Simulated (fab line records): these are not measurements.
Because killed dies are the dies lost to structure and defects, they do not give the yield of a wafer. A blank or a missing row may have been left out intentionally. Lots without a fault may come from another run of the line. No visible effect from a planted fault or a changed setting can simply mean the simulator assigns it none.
8D (eight disciplines) problem report, filled in by code / flow rit cmos / the parts of the form that need people (team, actions taken, sign-off) are left out

1. WHAT WENT WRONG
Mean of developer temp C at RIT_NLDD_DEVELOP_05: 25.23 C across 9 wafers in 3 lots; on wafers with no fault it is 22.99 C (standard deviation 0.094). That puts it +24 standard deviations away from the usual mean.
The step: develop time 50 s.
First seen on wafer L840.2, day 6 00:00, on litho track-04. The record has a number at this step for 45 wafers belonging to 15 lots. By rule, "out" or "out of limits" means more than 4 standard deviations away from the usual mean. Any other wafer with a number is counted as sound.

2. WHAT IT IS, WHAT IT ISN'T
question=which readings at this step | is=developer temp C | is not=-
question=which lots | is=L840, L841, L842 | is not=L824, L825, L826, L827, L830, L832, L833, L834, L835, L836, L837, L845
question=which wafers of those lots | is=all that have a number | is not=-
question=read on which tools | is=litho track-04 | is not=litho track-01, litho track-02
question=when | is=from day 6 00:00 | is not=up to then (33 sound wafers); but 3 sound wafers of L845 came after

3. SUSPECTS, AND WHAT RULES EACH OUT
Counting: a tool at any process step up to the reading remains a suspect when it ran all the lots that are out and ran no sound lot after the first of those.
- litho track-04 at RIT_NLDD_DEVELOP_05 (develop time 50 s): kept. It ran every lot that is out, first L840 (day 6 00:00), and no sound lot after that; its last sound lot up to then is L834 (day 4 19:00). Its own developer temp C readings are out on those wafers.
The count leaves litho track-04 at RIT_NLDD_DEVELOP_05.

4. THE CAUSE (what the simulator had put in)
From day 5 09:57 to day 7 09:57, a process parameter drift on litho track-04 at RIT_NLDD_DEVELOP_05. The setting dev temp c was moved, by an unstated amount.
After counting, this tool was the only one left.

5. THE EFFECT CHAIN, in route order
One row per reading whose mean, taken over the struck wafers that have a number, lies over 3 standard deviations from the usual. Only readings whose record carries a usual standard deviation are examined. hours: median over the lots of the time between each lot's start at the first step of this table that gives one and its start at this step. sigmas: the change, counted in usual standard deviations.
hours=0; step=RIT_NLDD_DEVELOP_05; reading=developer temp C; usual=22.99 C; on struck wafers=25.23; change=+2.24; sigmas=+24
Here are the process steps it includes:
- RIT_NLDD_DEVELOP_05: develop time 50 s.

6. WHAT WOULD HAVE CAUGHT IT SOONER
First out-of-limits reading in this record: day 6 00:00, which is 14 hours after fault onset at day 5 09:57.
